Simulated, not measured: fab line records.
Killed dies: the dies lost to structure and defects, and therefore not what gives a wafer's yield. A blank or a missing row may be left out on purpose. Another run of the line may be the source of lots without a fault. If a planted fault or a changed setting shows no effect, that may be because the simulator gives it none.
2 desks looking at one fault | flow berkeley-cmos170 | only its own numbers are on each desk; what lay behind them is given at the end

## METROLOGY DESK
What the gauges read for every lot (on any tool): the sampled wafers with a number, averaged. A lot is out of limits, marked OUT, if its mean lies more than 4 standard deviations from the usual mean; the brackets give that distance.
Columns: A = PWELL_OXIDE_THK at UCB170_PWELL_THK_MEAS_03, usual 26.5 nm; B = PWELL_NITRIDE_THK at UCB170_PWELL_THK_MEAS_06, usual 221.1 nm; C = PWELL_OVL at UCB170_PWELL_OVL_MEAS_13, usual -2 nm
lot  | first seen here | A    | B     | C
L588 | day 3 13:40     | 26.0 | 221.6 | 4
L596 | day 4 18:04     | 27.1 | 220.3 | -6
L598 | day 5 09:50     | 27.2 | 220.6 | 5
L597 | day 5 09:50     | 26.9 | 220.4 | 1
L604 | day 6 16:48     | 26.2 | 223.4 | -8
L603 | day 6 16:49     | 25.3 | 220.0 | -3
L610 | day 7 19:23     | 26.4 | 219.4 | 5
This desk found nothing out of limits on any of the 7 lots.

## DESK OF THE TOOL OWNER: litho-track-02
The tool's own readings at UCB170_PWELL_PEB_11, given as means over the sampled wafers that have a number, one for each lot that went through this tool. A lot is out of limits, marked OUT, if its mean lies more than 4 standard deviations from the usual mean; the brackets give that distance.
Columns: A = heater-power-total-W at UCB170_PWELL_PEB_11, usual 56.80 W; B = resist-line-temp-C at UCB170_PWELL_PEB_11, usual 23.02 C
lot  | first seen here | A                       | B
L596 | day 5 04:02     | 56.77                   | 23.00
L597 | day 5 21:00     | 70.17 (+99 or more) OUT | 22.92
L598 | day 5 21:15     | 70.11 (+99 or more) OUT | 23.07
L603 | day 7 02:47     | 70.10 (+99 or more) OUT | 22.91
This desk's verdict: out of limits on L597, L598, L603, starting with L597 at day 5 21:00 (heater-power-total-W at UCB170_PWELL_PEB_11). L596 stayed within limits.

## TAKEN TOGETHER
On L597, L598, L603, at day 5 21:00, an alarm was possible from the tool owner's desk.
At the metrology desk, nothing out of limits was observed.
The metrology desk holds a record of L597, L598, L603, inside its limits.
The lots listed all ran UCB170_PWELL_PEB_11 on litho-track-02.

## WHAT THE SIMULATOR HAD PUT IN
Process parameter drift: litho-track-02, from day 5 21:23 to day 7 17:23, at UCB170_PWELL_PEB_11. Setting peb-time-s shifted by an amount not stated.
Lots struck among those shown: L597, L598, L603.
